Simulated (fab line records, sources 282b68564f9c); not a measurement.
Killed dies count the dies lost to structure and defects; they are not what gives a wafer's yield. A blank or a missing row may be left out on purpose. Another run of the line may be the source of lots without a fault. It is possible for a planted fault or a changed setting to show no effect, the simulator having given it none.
Which tool was responsible? | flow ritCmos | 14 lots, 42 wafers sampled, at 2 steps of a route of 202

WHAT THE GAUGES SHOWED, per wafer
RIT_ACTIVE_CD_MEAS_90: the cd target is 1400 nm. Usual: cdNm 1399.2 nm, standard deviation 2.3.
lot  | measured    | on       | cdNm (nm)            | flag
L125 | day 1 15:02 | cdSem-02 | 1398.7 1400.2 1402.1 | 
L126 | day 1 20:28 | cdSem-02 | 1398.5 1401.0 1399.4 | 
L128 | day 2 06:08 | cdSem-01 | 1401.5 1399.9 1401.5 | 
L129 | day 2 11:12 | cdSem-01 | 1400.0 1402.4 1399.8 | 
L132 | day 3 02:08 | cdSem-02 | 1397.9 1401.1 1399.5 | 
L135 | day 3 17:50 | cdSem-01 | - - -                | OFF
L136 | day 3 22:03 | cdSem-02 | - - -                | OFF
L137 | day 4 03:02 | cdSem-01 | 1395.6 1397.7 1397.9 | 
L138 | day 4 08:13 | cdSem-02 | 1399.4 1401.5 1402.1 | 
L139 | day 4 13:01 | cdSem-01 | 1398.2 1397.1 1396.1 | 
L145 | day 5 19:01 | cdSem-01 | 1400.8 1397.7 1402.0 | 
L146 | day 6 01:34 | cdSem-02 | 1395.1 1394.1 1396.4 | 
L147 | day 6 05:01 | cdSem-01 | 1399.0 1401.9 1401.2 | 
L148 | day 6 10:11 | cdSem-01 | 1400.6 1400.2 1398.6 | 

WHAT TOOL EACH LOT RAN ON (gives the tool, then ch and the chambers of the sampled wafers, and finally the start)
lot  | RIT_ACTIVE_ETCH_13
L125 | rieDiel-01 ch 0,1, day 1 14:43
L126 | rieDiel-02 ch 0,1,2, day 1 20:07
L128 | rieDiel-04 ch 0,3, day 2 05:50
L129 | rieDiel-01 ch 0,1,3, day 2 10:50
L132 | rieDiel-01 ch 0,2,3, day 3 01:50
L135 | rieDiel-04 ch 0,2, day 3 17:31
L136 | rieDiel-02 ch 1,2,3, day 3 21:44
L137 | rieDiel-01 ch 0,3, day 4 02:43
L138 | rieDiel-04 ch 0,3, day 4 07:54
L139 | rieDiel-02 ch 0,2,3, day 4 12:43
L145 | rieDiel-02 ch 0,2,3, day 5 18:43
L146 | rieDiel-02 ch 1,2,3, day 6 01:16
L147 | rieDiel-04 ch 2,3, day 6 04:43
L148 | rieDiel-04 ch 1,3, day 6 09:50
- RIT_ACTIVE_ETCH_13: etches Si3N4 in SF6, stops on SiO2, time 210 s, target depth 210 nm.

AS READ BY THE TOOLS THEMSELVES (means over the sampled wafers that have a number; for cases with no such wafer, the mark the record gives instead)
RIT_ACTIVE_ETCH_13. Usual: SF6_flow_sccm 200.0 sccm, standard deviation 0.58; chamberPressureMTorr 260.01 mTorr, standard deviation 0.24; drypumpMotorCurrentA 5.8 A, standard deviation 0.52; oesProductAu 0.815 a.u., standard deviation 0.014; rfFwdPowerW 124.6 W, standard deviation 0.41; throttleValvePct 7.41 %, standard deviation 0.099.
lot  | tool       | SF6_flow_sccm (sccm) | chamberPressureMTorr (mTorr) | drypumpMotorCurrentA (A) | oesProductAu (a.u.) | rfFwdPowerW (W) | throttleValvePct (%) | flag
L125 | rieDiel-01 | 199.6                | 259.92                       | 6.0                      | 0.834               | 124.8           | 7.49                 | 
L126 | rieDiel-02 | 200.3                | 260.03                       | 5.7                      | 0.804               | 124.8           | 7.34                 | 
L128 | rieDiel-04 | 200.3                | 260.17                       | 6.0                      | 0.801               | 124.6           | 7.60                 | 
L129 | rieDiel-01 | 200.2                | 260.08                       | 5.5                      | 0.827               | 124.3           | 7.44                 | 
L132 | rieDiel-01 | 200.0                | 260.00                       | 5.7                      | 0.817               | 124.8           | 7.39                 | 
L135 | rieDiel-04 | -                    | -                            | -                        | -                   | -               | -                    | OFF
L136 | rieDiel-02 | -                    | -                            | -                        | -                   | -               | -                    | OFF
L137 | rieDiel-01 | 199.6                | 260.08                       | 5.1                      | 0.811               | 124.7           | 7.41                 | 
L138 | rieDiel-04 | 200.0                | 260.09                       | 6.0                      | 0.810               | 125.1           | 7.60                 | 
L139 | rieDiel-02 | 200.0                | 260.03                       | 5.4                      | 0.813               | 124.6           | 7.40                 | 
L145 | rieDiel-02 | 200.4                | 260.30                       | 5.4                      | 0.816               | 124.6           | 7.42                 | 
L146 | rieDiel-02 | 199.3                | 260.08                       | 5.5                      | 0.805               | 124.5           | 7.38                 | 
L147 | rieDiel-04 | 199.9                | 260.19                       | 5.8                      | 0.819               | 124.5           | 7.43                 | 
L148 | rieDiel-04 | 200.2                | 260.04                       | 6.1                      | 0.809               | 124.3           | 7.43                 | 

THE ANSWER, worked out from the rows above alone
Rule: take the mean of a lot's wafers that have a number; if it is more than 3 standard deviations from the usual mean, the lot is off. A lot without any number at a reading at which 4 lots or more have one is off too. Where the step has rows for the other lots, those lots are counted as sound. Order of review: gauges by route order, followed by the tools' own readings, for which a lot's mean as printed above is used. At the first step where some lot is off, the reading lying furthest off is the one used; lots without a number count as furthest.
Off: L135, L136 (RIT_ACTIVE_CD_MEAS_90, cdNm). Without a number there: L135, L136.
A tool fits if, at a process step before that reading, it ran every lot that is off, and no sound lot after the first of them. Not tried: the gauges at RIT_ACTIVE_CD_MEAS_90; whatever is off there is also off at RIT_ACTIVE_ETCH_13, on other tools, and gauge error can't account for it. No candidate that was tried fits.

WHAT WAS PUT IN BY THE SIMULATOR
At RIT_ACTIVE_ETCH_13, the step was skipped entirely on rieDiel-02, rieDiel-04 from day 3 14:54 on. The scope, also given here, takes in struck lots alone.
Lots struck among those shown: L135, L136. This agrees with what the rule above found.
